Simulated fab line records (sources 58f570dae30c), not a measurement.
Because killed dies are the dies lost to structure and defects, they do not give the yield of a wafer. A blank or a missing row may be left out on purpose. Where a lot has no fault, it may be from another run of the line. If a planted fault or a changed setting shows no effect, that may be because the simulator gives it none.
A single fault, viewed from 2 desks | flow berkeley_cmos170 | what lay behind the numbers comes last; until then each desk has only its own

== THE TOOL OWNER'S DESK: pecvd-01 ==
The tool's own readings at UCB170_V1_CVD_00 (deposits SiO2 from TEOS/O2, target thk 2000 nm, time 250 s): means of the sampled wafers that have a number, for each lot that ran on this tool. The brackets show how far a lot's mean lies from the usual mean; more than 4 standard deviations puts the lot out of limits, marked OUT.
Columns: A = heater_power_w at UCB170_V1_CVD_00, usual 241 W; B = rf_fwd_power_W at UCB170_V1_CVD_00, usual 548.4 W; C = susceptor_temp_C at UCB170_V1_CVD_00, usual 389.97 C
lot  | first seen here | A   | B     | C
L586 | day 7 15:43     | 184 | 548.1 | 389.93
L595 | day 9 07:52     | 244 | 548.2 | 389.95
Finding of this desk: none of the 2 lots has anything out of limits.

== THE METROLOGY DESK ==
Lot by lot, what the gauges showed, no matter which tool ran the lot: averages of those sampled wafers that carry a number. The brackets show how far a lot's mean lies from the usual mean; more than 4 standard deviations puts the lot out of limits, marked OUT. Only the readings that lie furthest out on some lot appear, 7 of the 11 it has.
Columns: A = M1_OVL at UCB170_M1_OVL_MEAS_10, usual 2 nm; B = cd_nm at UCB170_M1_CD_MEAS_90, usual 700.7 nm; C = V1_TEOS_THK at UCB170_V1_THK_MEAS_01, usual 1995 nm; D = cd_nm at UCB170_V1_CD_MEAS_12, usual 700.6 nm; E = V1_OVL at UCB170_V1_OVL_MEAS_13, usual 1 nm; F = cd_nm at UCB170_V1_CD_MEAS_90, usual 700.7 nm; G = M2_AL_THK at UCB170_M2_THK_MEAS_03, usual 893 nm
lot  | first seen here | A  | B     | C    | D     | E  | F     | G
L586 | day 7 10:41     | -2 | 701.0 | 2038 | 698.4 | 5  | 698.8 | 883
L592 | day 9 02:08     | 5  | 695.6 | 1957 | 698.2 | 8  | 698.9 | 895
L595 | day 9 04:02     | 4  | 702.0 | 1990 | 700.1 | 0  | 700.4 | 898
L600 | day 10 05:02    | 1  | 700.1 | 1997 | 699.4 | -3 | 699.7 | 907
L603 | day 10 18:30    | 3  | 699.5 | 2013 | 700.9 | 5  | 700.7 | 887
Finding of this desk: none of the 5 lots has anything out of limits.

== TAKEN TOGETHER ==
The tool owner's desk saw nothing out of limits.
At the metrology desk, nothing out of limits was observed.

== WHAT THE SIMULATOR HAD PUT IN ==
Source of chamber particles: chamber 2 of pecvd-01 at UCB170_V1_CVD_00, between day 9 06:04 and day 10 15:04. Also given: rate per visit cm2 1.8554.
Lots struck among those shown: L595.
